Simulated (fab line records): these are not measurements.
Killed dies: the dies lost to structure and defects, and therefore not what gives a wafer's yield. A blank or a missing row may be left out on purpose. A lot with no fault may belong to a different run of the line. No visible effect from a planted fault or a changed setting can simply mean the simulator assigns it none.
Which tool was responsible? -- flow berkeley-cmos170 -- 7 lots with 21 wafers sampled at 2 steps, on a route of 331 steps

== WHAT EACH GAUGE READ, for each wafer ==
UCB170_NWELL_TW_MEAS_16.
lot,measured,on,NWELL_TW
L837,day 3 03:33,film-metro-03,1282 1282 1277
L840,day 3 14:52,film-metro-04,1247 1245 1244
L844,day 4 04:34,film-metro-04,1256 1255 1246
L848,day 5 03:01,film-metro-01,1252 1249 1252
L853,day 6 08:49,film-metro-03,407 398 401
L856,day 7 02:37,film-metro-01,1243 1244 1247
L858,day 7 08:57,film-metro-04,1250 1257 1260

== EACH LOT AND THE TOOL THAT RAN IT (in order: tool; ch and the chambers of the sampled wafers; start) ==
lot,UCB170_NWELL_DEVELOP_11
L837,"litho-track-04 ch 0, day 3 03:00"
L840,"litho-track-04 ch 0, day 3 14:00"
L844,"litho-track-02 ch 0, day 4 04:00"
L848,"litho-track-01 ch 0, day 5 02:00"
L853,"litho-track-04 ch 0, day 6 08:00"
L856,"litho-track-02 ch 0, day 7 01:00"
L858,"litho-track-01 ch 0, day 7 08:00"
- UCB170_NWELL_DEVELOP_11: develop time 45 s.

== THE ANSWER, worked out from the rows above alone ==
Rule: usual is defined by the lots themselves. The widest of any qualifying gaps counts: lots, ordered by their means at a reading, are off when they make up no more than a third of the lots, leave a main group of 4 or more, and stand apart from it by 3 or more times the standard deviation of that group's means. The tables above print the reading to a certain number of digits; a main group whose means all agree to those digits is not used. A lot without any number at a reading at which 4 lots or more have one is off too. The other lots that the step has rows for count as sound.
Off: at UCB170_NWELL_TW_MEAS_16 (NWELL_TW), L853. The main group: mean 1255, standard deviation 12.
If a tool, at a process step before that reading, ran all the lots that are off and no sound lot after the first of them, it fits. Those tools and the gauges at UCB170_NWELL_TW_MEAS_16 are tried in the same way. Undecided on this evidence; 2 tools fit (litho-track-04 at UCB170_NWELL_DEVELOP_11, film-metro-03 at UCB170_NWELL_TW_MEAS_16).

== WHAT WAS PUT IN BY THE SIMULATOR ==
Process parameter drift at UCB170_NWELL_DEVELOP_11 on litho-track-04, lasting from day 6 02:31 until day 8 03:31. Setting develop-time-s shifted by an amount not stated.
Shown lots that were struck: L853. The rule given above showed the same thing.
